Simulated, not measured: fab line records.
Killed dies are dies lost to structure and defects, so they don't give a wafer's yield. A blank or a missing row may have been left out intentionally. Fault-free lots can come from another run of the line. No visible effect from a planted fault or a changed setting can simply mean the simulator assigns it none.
Struck lot and sound lot, side by side ; flow berkeley_cmos170 ; 16 steps out of a route of 331
Sound: wafers L412.4, L412.5, L412.6. Struck: wafers L410.2, L410.3, L410.5. The cause comes at the end.
For every step that has rows: the tool of each side, followed by ch and its chambers, followed by its first start. Under that, the readings that differ: sound wafers ; struck wafers ; difference of the means ; sigmas: that difference in standard deviations of wafers without a fault.
alike: same words and numbers on both sides, and readings whose means sit less than 2 such deviations apart. not compared: any withheld reading, any reading some wafer has no value for, any bound like >300 that may hide the same value, and any number with overlapping values for which the record gives no deviation.
Wherever a step has rows on one side only, a row that says differs or no value, or a row with sigmas, the two part there. Numbers that don't overlap but have no deviation are shown without sigmas and don't part them. Lack of a reading on every wafer of one side parts them only where that side has two or more wafers.

UCB170_SACOX_THK_MEAS_02:
  sound on film_metro-02, day 8 09:10; struck on film_metro-01, day 8 09:09
  alike: SACOX_OXIDE_THK
then, 2 steps without rows for these wafers: UCB170_SCREENOX_WET_ETCH_00 (etches SiO2 in dHF, time 200 s); UCB170_SCREENOX_OXIDATION_01 (target thk 14.4 nm, ox time 2400 s).
UCB170_SCREENOX_THK_MEAS_02:
  sound on film_metro-03, day 8 15:25; struck on film_metro-04, day 8 15:23
  alike: SCREENOX_OXIDE_THK
then, 7 steps without rows for these wafers: UCB170_SCREENOX_ANNEAL_03 (time 900 s); UCB170_NVT_HMDS_00 (prime time 60 s); UCB170_NVT_COAT_01 (resist thk 900 nm); UCB170_NVT_SOFTBAKE_02 (time 60 s); UCB170_NVT_EXPOSE_03 (exposes mask PWELL, target cd 3000 nm); UCB170_NVT_PEB_04; UCB170_NVT_DEVELOP_05 (develop time 45 s).
UCB170_NVT_OVL_MEAS_06:
  sound on overlay-02, day 8 20:44; struck on overlay-02, day 8 20:31
  alike: NVT_OVL
UCB170_NVT_IMPLANT_07:
  sound on implanter-04 ch 0, day 8 20:49; struck on implanter-03 ch 0, day 8 20:34
reading;sound;struck;difference;sigmas
dose_ions_cm2;3.001e+12 3.001e+12 3.002e+12;4.803e+12 4.804e+12 4.799e+12;+1.801e+12;+99 or more
faraday_current_uA;9.64 9.42 9.48;14.83 15.19 15.42;+5.63;+30
  alike: beam_on_s
UCB170_NVT_STRIP_08: strips in O2.
  sound on plasma_asher-03 ch 0,1, day 8 20:56; struck on plasma_asher-01 ch 0,1, day 8 20:41
  alike: drypump_motor_current_A, oes_product_au, strip_time_to_endpoint_s
  not compared: rf_hours_counter_h
UCB170_NVT_TW_MEAS_09:
  sound on film_metro-02, day 8 21:02; struck on film_metro-04, day 8 21:02
reading;sound;struck;difference;sigmas
NVT_TW;523.6 523.8 523.7;611.5 607.2 607.8;+85.1;+39
  not compared: hold
-- the record jumps here: 3 days lie between the struck wafers' starts before and after (it left off in module NVT and takes up again in module M3, whose first step shown is number 331 of the route) --
UCB170_M3_PROBE_99:
  only the struck wafers here have rows in the record (prober-02, day 11 09:57); the sound ones have none

## WHERE THEY PART
Last at UCB170_M3_PROBE_99 as far as this record goes, first at UCB170_NVT_IMPLANT_07.

WHY: whatever the simulator had introduced
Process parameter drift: implanter-03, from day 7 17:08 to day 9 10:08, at UCB170_NVT_IMPLANT_07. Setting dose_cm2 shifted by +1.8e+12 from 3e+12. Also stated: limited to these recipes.
